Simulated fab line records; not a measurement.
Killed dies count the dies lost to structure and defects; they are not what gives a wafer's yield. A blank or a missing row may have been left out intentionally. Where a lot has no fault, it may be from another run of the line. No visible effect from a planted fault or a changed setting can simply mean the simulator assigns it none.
fab line records	flow ritCmos
record lots=5	wafers=15	lastDay=7
route steps=202 shown PWELL@44 WELLDRIVE@50 NWELL@51 NRETRO@53 PRETRO@64 GATE@75 M1@202
lots that met no fault: from a run of the same line without faults
startH: start of the lot's first displayed wafer, in hours after the record's first day	waitH: hours elapsed since this lot's preceding step	" as in the row above	L1.1+2: a single row standing in for several wafers	- no value, or no start was given	* or withheld: withheld	< > ~ a bound
route shown NAME@n: names a module that has steps shown in the file, with the first one's number in the route	usual: the fault-free wafers' mean and standard deviation	same: alike in all rows	chamber/n: place in a boat	sites: readings site by site	_std_site: standard deviation of those values	_edge_site: outer sites' mean less inner sites'	radiusMm: for every site, how far away it sits from the centre of the wafer	mask NAME#n: copy n	behind: the last tool/chamber to shape the wafer	hold: cause of the lot's hold/its duration in hours/its outcome	device: names the non-switching transistor (n, p or np)	end of line: tests run on the same wafers once the route is complete	a step without rows: its recipe alone	killed: not the wafer's yield, but the dies lost to structure and defects at the first sort	map: a wafer's dies, x killed, . not, _ none there
set.NAME: the setting the step ran with; set.NAME@STEP: the setting that earlier step ran with	model.NAME: the simulator's own value behind a step, which no gauge read
certain route steps with their lots: each step a table, each wafer a row
services: from which hour (startH, from the record's first day; less than 0 if before it) a tool's chamber was out of use, for how many hours, and why
## steps
# step RIT_PWELL_DEVELOP_05
# recipe resist=NOVOLAK	developTimeS=68	devTempC=23
# step RIT_PWELL_OVL_MEAS_06
# usual PWELL_OVL=0.9/1.4
lot.wafer	tool	chamber	startH	waitH	PWELL_OVL[nm]
L195.4	overlay-02	-	33.22	-	1.7
L195.5	"	-	"	"	3.7
L195.6	"	-	"	"	1.7
L201.3	overlay-02	-	62.61	-	1.4
L201.5	"	-	"	"	0.6
L201.6	"	-	"	"	3.1
L212.1	overlay-02	-	118.58	-	0.7
L212.2	"	-	"	"	2.7
L212.3	"	-	"	"	-0.4
L214.2	overlay-02	-	129.59	-	-1.0
L214.3	"	-	"	"	-0.3
L214.4	"	-	"	"	2.1
L216.1	overlay-02	-	140.19	-	1.0
L216.3	"	-	"	"	-0.9
L216.6	"	-	"	"	-0.7
# step RIT_PWELL_HARDBAKE_07
# recipe resist=NOVOLAK	tempC=140	timeS=120
# step RIT_PWELL_IMPLANT_08
# recipe species=B	energyKev=173.2	doseCm2=7e+13	tiltDeg=7
# step RIT_PWELL_STRIP_09
# recipe chemistry=O2	timeS=180	resist=NOVOLAK	platenTempC=withheld	powerW=500	pressureMtorr=4000	o2FlowSccm=4000
# usual drypumpMotorCurrentA=5.8/0.61
lot.wafer	tool	chamber	startH	waitH	drypumpMotorCurrentA	rfHoursCounterH
L195.4	plasmaAsher-03	1	33.69	0.1	4.8	-
L195.5	"	1	"	"	4.9	-
L195.6	"	0	"	"	6.4	-
L201.3	plasmaAsher-01	1	63.09	0.1	6.5	-
L201.5	"	1	"	"	6.5	-
L201.6	"	0	"	"	5.2	-
L212.1	plasmaAsher-01	1	119.02	0.1	6.5	51
L212.2	"	0	"	"	5.2	51
L212.3	"	1	"	"	6.5	-
L214.2	plasmaAsher-03	1	130.02	0.1	4.9	28
L214.3	"	0	"	"	6.4	-
L214.4	"	1	"	"	4.8	-
L216.1	plasmaAsher-04	0	140.63	0.1	6.0	55
L216.3	"	0	"	"	6.0	-
L216.6	"	0	"	"	6.0	-
# step RIT_PWELL_TW_MEAS_10
# usual PWELL_TW=962/9.6
lot.wafer	tool	chamber	startH	waitH	PWELL_TW
L195.4	filmMetro-04	-	33.84	0.1	981
L195.5	"	-	"	"	974
L195.6	"	-	"	"	977
L201.3	filmMetro-04	-	63.23	0.1	965
L201.5	"	-	"	"	970
L201.6	"	-	"	"	968
L212.1	filmMetro-01	-	119.20	0.1	949
L212.2	"	-	"	"	947
L212.3	"	-	"	"	943
L214.2	filmMetro-01	-	130.20	0.1	953
L214.3	"	-	"	"	955
L214.4	"	-	"	"	948
L216.1	filmMetro-01	-	140.81	0.1	959
L216.3	"	-	"	"	952
L216.6	"	-	"	"	957
# step RIT_WELLDRIVE_ANNEAL_00
# recipe tempC=1100	timeS=14700	ambient=N2
# step RIT_WELLDRIVE_RS_MEAS_01
# recipe thkMeasGauge=four-point-probe
# usual NWELL_RS=275.8/0.82
lot.wafer	tool	chamber	startH	waitH	NWELL_RS[ohm/sq]
L195.4	filmMetro-01	-	39.88	0.1	274.0
L195.5	"	-	"	"	274.4
L195.6	"	-	"	"	273.3
L201.3	filmMetro-03	-	69.34	0.0	274.6
L201.5	"	-	"	"	275.6
L201.6	"	-	"	"	275.7
L212.1	filmMetro-03	-	124.34	0.0	276.5
L212.2	"	-	"	"	276.7
L212.3	"	-	"	"	276.4
L214.2	filmMetro-03	-	136.04	0.0	275.8
L214.3	"	-	"	"	275.6
L214.4	"	-	"	"	276.1
L216.1	filmMetro-01	-	147.14	0.0	275.4
L216.3	"	-	"	"	275.5
L216.6	"	-	"	"	276.2
# step RIT_WELLDRIVE_RS_MEAS_02
# recipe thkMeasGauge=four-point-probe
# usual PWELL_RS=429.1/1.1
lot.wafer	tool	chamber	startH	waitH	PWELL_RS[ohm/sq]
L195.4	filmMetro-01	-	40.00	0.1	428.1
L195.5	"	-	"	"	427.6
L195.6	"	-	"	"	429.2
L201.3	filmMetro-03	-	69.46	0.1	429.3
L201.5	"	-	"	"	428.4
L201.6	"	-	"	"	429.7
L212.1	filmMetro-03	-	124.46	0.1	428.3
L212.2	"	-	"	"	428.9
L212.3	"	-	"	"	429.4
L214.2	filmMetro-03	-	136.16	0.1	430.1
L214.3	"	-	"	"	431.1
L214.4	"	-	"	"	431.7
L216.1	filmMetro-01	-	147.26	0.1	429.1
L216.3	"	-	"	"	430.2
L216.6	"	-	"	"	429.1
# step RIT_NRETRO_HMDS_00
# recipe primeTimeS=60	primeTempC=140
# step RIT_NRETRO_COAT_01
# recipe resist=NOVOLAK	spinRpm=2000	resistThkNm=1300
# step RIT_NRETRO_SOFTBAKE_02
# recipe resist=NOVOLAK	tempC=90	timeS=60
# step RIT_NRETRO_EXPOSE_03
# recipe maskId=M4	na=0.57	targetCdNm=43900	doseMj=250
lot.wafer	tool	chamber	startH	waitH	mask
L195.4+5+6	ilineStepper-01	0	40.56	0.1	M4#0
L201.3+5+6	ilineStepper-02	0	70.03	0.1	M5#0
L212.1+2+3	ilineStepper-01	0	125.03	0.1	M4#0
L214.2+3+4	ilineStepper-02	0	136.73	0.1	M4#0
L216.1+3+6	ilineStepper-02	0	147.83	0.1	M4#0
# step RIT_NRETRO_PEB_04
# recipe resist=NOVOLAK	tempC=withheld	timeS=withheld
# step RIT_NRETRO_DEVELOP_05
# recipe resist=NOVOLAK	developTimeS=68	devTempC=23
# step RIT_NRETRO_OVL_MEAS_06
# usual NRETRO_OVL=0.1/1.7
lot.wafer	tool	chamber	startH	waitH	NRETRO_OVL[nm]
L195.4	overlay-02	-	40.95	-	3.3
L195.5	"	-	"	"	2.9
L195.6	"	-	"	"	3.3
L201.3	overlay-01	-	70.43	-	-
L201.5	"	-	"	"	-
L201.6	"	-	"	"	-
L212.1	overlay-02	-	125.46	-	2.6
L212.2	"	-	"	"	4.5
L212.3	"	-	"	"	3.2
L214.2	overlay-02	-	137.15	-	-1.0
L214.3	"	-	"	"	-0.3
L214.4	"	-	"	"	0.7
L216.1	overlay-01	-	148.26	-	-3.4
L216.3	"	-	"	"	-0.7
L216.6	"	-	"	"	-0.3
# step RIT_NRETRO_HARDBAKE_07
# recipe resist=NOVOLAK	tempC=140	timeS=120
# step RIT_NRETRO_IMPLANT_08
# recipe species=P	energyKev=70	doseCm2=1e+13	tiltDeg=7
# step RIT_NRETRO_STRIP_09
# recipe chemistry=O2	timeS=180	resist=NOVOLAK	platenTempC=withheld	powerW=500	pressureMtorr=4000	o2FlowSccm=4000
# usual drypumpMotorCurrentA=5.8/0.36
lot.wafer	tool	chamber	startH	waitH	drypumpMotorCurrentA	rfHoursCounterH
L195.4	plasmaAsher-04	0	41.43	0.1	6.0	-
L195.5	"	1	"	"	5.7	-
L195.6	"	0	"	"	6.0	-
L201.3	plasmaAsher-01	1	71.08	0.1	6.5	-
L201.5	"	1	"	"	6.5	-
L201.6	"	0	"	"	5.2	-
L212.1	plasmaAsher-02	0	125.90	0.1	5.7	1
L212.2	"	1	"	"	5.8	1
L212.3	"	0	"	"	5.7	-
L214.2	plasmaAsher-02	0	137.58	0.1	5.7	2
L214.3	"	0	"	"	5.7	-
L214.4	"	1	"	"	5.8	-
L216.1	plasmaAsher-02	0	148.69	0.1	5.7	4
L216.3	"	1	"	"	5.8	-
L216.6	"	1	"	"	5.8	-
# step RIT_NRETRO_TW_MEAS_10
# usual NRETRO_TW=1067/5.9
lot.wafer	tool	chamber	startH	waitH	NRETRO_TW
L195.4	filmMetro-03	-	41.58	0.1	1069
L195.5	"	-	"	"	1068
L195.6	"	-	"	"	1060
L201.3	filmMetro-02	-	71.22	0.1	30
L201.5	"	-	"	"	30
L201.6	"	-	"	"	30
L212.1	filmMetro-03	-	126.07	0.1	1060
L212.2	"	-	"	"	1068
L212.3	"	-	"	"	1064
L214.2	filmMetro-04	-	137.77	0.1	1073
L214.3	"	-	"	"	1074
L214.4	"	-	"	"	1085
L216.1	filmMetro-03	-	148.87	0.1	1063
L216.3	"	-	"	"	1062
L216.6	"	-	"	"	1062
# step RIT_PRETRO_HMDS_00
# recipe primeTimeS=60	primeTempC=140
# step RIT_PRETRO_COAT_01
# recipe resist=NOVOLAK	spinRpm=2000	resistThkNm=1300
# step RIT_PRETRO_SOFTBAKE_02
# recipe resist=NOVOLAK	tempC=90	timeS=60
# step RIT_PRETRO_EXPOSE_03
# recipe maskId=M5	na=0.57	targetCdNm=43700	doseMj=250
# step RIT_PRETRO_PEB_04
# recipe resist=NOVOLAK	tempC=withheld	timeS=withheld
# step RIT_PRETRO_DEVELOP_05
# recipe resist=NOVOLAK	developTimeS=68	devTempC=23
# step RIT_PRETRO_OVL_MEAS_06
# usual PRETRO_OVL=-0.3/1.3
lot.wafer	tool	chamber	startH	waitH	PRETRO_OVL[nm]
L195.4	overlay-02	-	42.50	-	-0.1
L195.5	"	-	"	"	2.0
L195.6	"	-	"	"	-2.1
L201.3	overlay-01	-	72.31	-	-0.5
L201.5	"	-	"	"	-1.0
L201.6	"	-	"	"	0.8
L212.1	overlay-02	-	127.01	-	0.1
L212.2	"	-	"	"	0.6
L212.3	"	-	"	"	-0.4
L214.2	overlay-01	-	138.90	-	0.6
L214.3	"	-	"	"	2.9
L214.4	"	-	"	"	2.3
L216.1	overlay-02	-	149.81	-	-1.0
L216.3	"	-	"	"	-0.5
L216.6	"	-	"	"	-0.3
# step RIT_PRETRO_HARDBAKE_07
# recipe resist=NOVOLAK	tempC=140	timeS=120
# step RIT_PRETRO_IMPLANT_08
# recipe species=B	energyKev=45.81	doseCm2=1.2e+13	tiltDeg=7
# step RIT_PRETRO_STRIP_09
# recipe chemistry=O2	timeS=180	resist=NOVOLAK	platenTempC=withheld	powerW=500	pressureMtorr=4000	o2FlowSccm=4000
# usual drypumpMotorCurrentA=5.82/0.26
lot.wafer	tool	chamber	startH	waitH	drypumpMotorCurrentA	rfHoursCounterH
L195.4	plasmaAsher-04	0	42.98	0.1	6.03	-
L195.5	"	1	"	"	5.76	-
L195.6	"	0	"	"	6.02	-
L201.3	plasmaAsher-02	0	72.80	0.1	5.71	-
L201.5	"	0	"	"	5.70	-
L201.6	"	1	"	"	5.74	-
L212.1	plasmaAsher-04	1	127.45	0.1	5.75	53
L212.2	"	0	"	"	6.02	53
L212.3	"	1	"	"	5.75	-
L214.2	plasmaAsher-04	0	139.33	0.1	6.05	55
L214.3	"	0	"	"	6.03	-
L214.4	"	1	"	"	5.76	-
L216.1	plasmaAsher-02	1	150.24	0.1	5.79	4
L216.3	"	0	"	"	5.69	-
L216.6	"	1	"	"	5.78	-
# step RIT_PRETRO_TW_MEAS_10
# usual PRETRO_TW=482/4.1
lot.wafer	tool	chamber	startH	waitH	PRETRO_TW
L195.4	filmMetro-02	-	43.13	0.1	483
L195.5	"	-	"	"	483
L195.6	"	-	"	"	485
L201.3	filmMetro-02	-	72.93	0.1	1089
L201.5	"	-	"	"	1093
L201.6	"	-	"	"	1087
L212.1	filmMetro-02	-	127.62	0.1	486
L212.2	"	-	"	"	486
L212.3	"	-	"	"	487
L214.2	filmMetro-02	-	139.52	0.1	487
L214.3	"	-	"	"	489
L214.4	"	-	"	"	489
L216.1	filmMetro-03	-	150.42	0.1	483
L216.3	"	-	"	"	482
L216.6	"	-	"	"	483
# step RIT_GATE_WET_ETCH_00
# recipe chemistry=BOE	target=SiO2	targetDepthNm=56	timeS=60	dry=n2Spin	dilution=10:1	tempC=21.5
# step RIT_M1_PROBE_99
# usual killedAtFrontEnd=7/3.3	killedDies=7/3.3	killedOnRim=1.9/1.4	killedOpen=3.3/1.9	killedShort=3.6/2.1
# same grossDies=264	killed_at_M0_to_M3=0	killed_at_M4_up=0	killedAtBackSide=0	killedAtContacts=0	killedAtOther=0
lot.wafer	tool	chamber	startH	waitH	killedAtFrontEnd	killedDies	killedOnRim	killedOpen	killedShort
L195.4	prober-01	-	69.76	0.2	2	2	0	1	1
L195.5	prober-01	-	69.81	0.2	5	5	1	4	1
L195.6	prober-01	-	69.86	0.2	4	4	2	1	3
L201.3	prober-01	-	103.01	0.2	264	264	70	3	1
L201.5	prober-01	-	103.11	0.2	264	264	70	0	5
L201.6	prober-01	-	103.16	0.2	264	264	70	3	2
L212.1	prober-02	-	152.75	0.1	8	8	2	3	5
L212.2	prober-02	-	152.80	0.1	4	4	1	1	3
L212.3	prober-02	-	152.85	0.2	7	7	1	4	3
L214.2	prober-02	-	168.27	0.1	6	6	2	5	1
L214.3	prober-02	-	168.32	0.2	4	4	1	2	2
L214.4	prober-02	-	168.37	0.2	8	8	2	5	3
L216.1	prober-02	-	176.68	0.1	6	6	1	2	4
L216.3	prober-02	-	176.78	0.2	4	4	1	1	3
L216.6	prober-02	-	176.93	0.2	6	6	2	1	5
# killed by level:class
L195.4 SPACER:geometricParticle:open=1 SILICIDE:geometricParticle:short=1
L195.5 FOX1:geometricParticle:open=2 FOX2:geometricParticle:short=1 GATE:geometricParticle:open=1 REOX:geometricParticle:open=1
L195.6 FOX1:geometricParticle:short=1 FOX1:geometricParticle:open=1 REOX:geometricParticle:short=1 SPACER:geometricParticle:short=1
L201.3 NRETRO:areaExpose=260 FOX1:geometricParticle:open=1 GATE:geometricParticle:open=1 GATE:geometricParticle:short=1 SPACER:geometricParticle:open=1
L201.5 NRETRO:areaExpose=259 FOX1:geometricParticle:short=2 GATE:geometricParticle:short=1 SPACER:geometricParticle:short=1 STARTING-WAFER:geometricParticle:short=1
L201.6 NRETRO:areaExpose=257 NWELL:coatMicrobubblePrinted=2 FOX1:geometricParticle:open=1 FOX2:geometricParticle:open=1 GATE:geometricParticle:short=1 GATE:geometricParticle:open=1 SILICIDE:geometricParticle:short=1
L212.1 GATE:geometricParticle:short=4 GATE:geometricParticle:open=2 REOX:geometricParticle:short=1 SPACER:geometricParticle:open=1
L212.2 GATE:geometricParticle:short=3 GATE:geometricParticle:open=1
L212.3 GATE:geometricParticle:open=2 REOX:geometricParticle:short=2 GATE:geometricParticle:short=1 REOX:geometricParticle:open=1 SPACER:geometricParticle:open=1
L214.2 GATE:geometricParticle:open=2 FOX1:geometricParticle:open=1 FOX2:geometricParticle:open=1 GATE:geometricParticle:short=1 REOX:geometricParticle:open=1
L214.3 GATE:geometricParticle:short=2 GATE:geometricParticle:open=1 REOX:geometricParticle:open=1
L214.4 GATE:geometricParticle:open=3 GATE:geometricParticle:short=2 REOX:geometricParticle:short=1 SPACER:geometricParticle:open=1 SILICIDE:geometricParticle:open=1
L216.1 GATE:geometricParticle:short=2 GATE:geometricParticle:open=1 REOX:geometricParticle:short=1 SPACER:geometricParticle:short=1 SILICIDE:geometricParticle:open=1
L216.3 SPACER:geometricParticle:short=2 FOX2:geometricParticle:short=1 GATE:geometricParticle:open=1
L216.6 FOX1:geometricParticle:short=2 GATE:geometricParticle:short=2 FOX2:geometricParticle:short=1 GATE:geometricParticle:open=1
# map L201.3 (x killed, . not)
________xxxxxxx_______
_____xxxxxxxxxxxxx____
____xxxxxxxxxxxxxxx___
___xxxxxxxxxxxxxxxxx__
__xxxxxxxxxxxxxxxxxxx_
__xxxxxxxxxxxxxxxxxxx_
_xxxxxxxxxxxxxxxxxxxxx
_xxxxxxxxxxxxxxxxxxxxx
_xxxxxxxxxxxxxxxxxxxxx
_xxxxxxxxxxxxxxxxxxxxx
__xxxxxxxxxxxxxxxxxxx_
__xxxxxxxxxxxxxxxxxxx_
___xxxxxxxxxxxxxxxxx__
____xxxxxxxxxxxxxxx___
_____xxxxxxxxxxxxx____
________xxxxxxx_______
# map L214.4 (x killed, . not)
________......._______
_____x............____
____...............___
___.................__
__...x..............._
__..................._
_..x..x...............
_.....................
_....x................
_.....................
__..................._
__.x.........x......._
___..x..............__
____...............___
_____.............____
________......._______
## services
tool	chamber	startH	hours	kind
plasmaAsher-04	-	32.25	2.2	repair
plasmaAsher-03	-	41.25	0.8	repair
ilineStepper-02	-	46.59	15.0	repair
ilineStepper-02	-	61.61	1.7	pm
plasmaAsher-03	-	99.91	28.1	pm
plasmaAsher-02	-	108.75	9.0	pm
plasmaAsher-02	0	108.75	9.0	ventCycle
plasmaAsher-02	1	108.75	9.0	ventCycle
plasmaAsher-02	0	117.75	-	clean
plasmaAsher-02	1	117.75	-	clean
plasmaAsher-01	-	129.07	1.5	repair
ilineStepper-01	-	130.23	28.9	pm
plasmaAsher-03	-	136.23	5.4	repair
## key
firstSign step=RIT_NRETRO_EXPOSE_03	reading=mask	direction=changed
effect step=RIT_NRETRO_OVL_MEAS_06	reading=NRETRO_OVL	direction=missing
effect step=RIT_NRETRO_TW_MEAS_10	reading=NRETRO_TW	direction=down	sigmas=99+	usual=1067	struck=30
effect step=RIT_PRETRO_TW_MEAS_10	reading=PRETRO_TW	direction=up	sigmas=99+	usual=482	struck=1090
effect step=RIT_M1_PROBE_99	reading=killedAtFrontEnd	direction=up	sigmas=79	usual=7	struck=264
moreKillsBornAt RIT_NRETRO_EXPOSE_03@ilineStepper-02=776
metAt RIT_NRETRO_EXPOSE_03
struckWafers L201.3,L201.5,L201.6
testerLeftOut L201
fault kind=wrongMask	tool=any	chamber=-	onsetH=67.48	steps=RIT_NRETRO_EXPOSE_03	auxCopy=M5#0	scope=struckLotsOnly
# testerLeftOut: of these lots the tester's yield and bins aren't shown, on N5 and GAA mostly nor the transistor test; their killed dies are dies lost to structure and defects alone, not to doping, threshold or leakage, so they don't give the yield
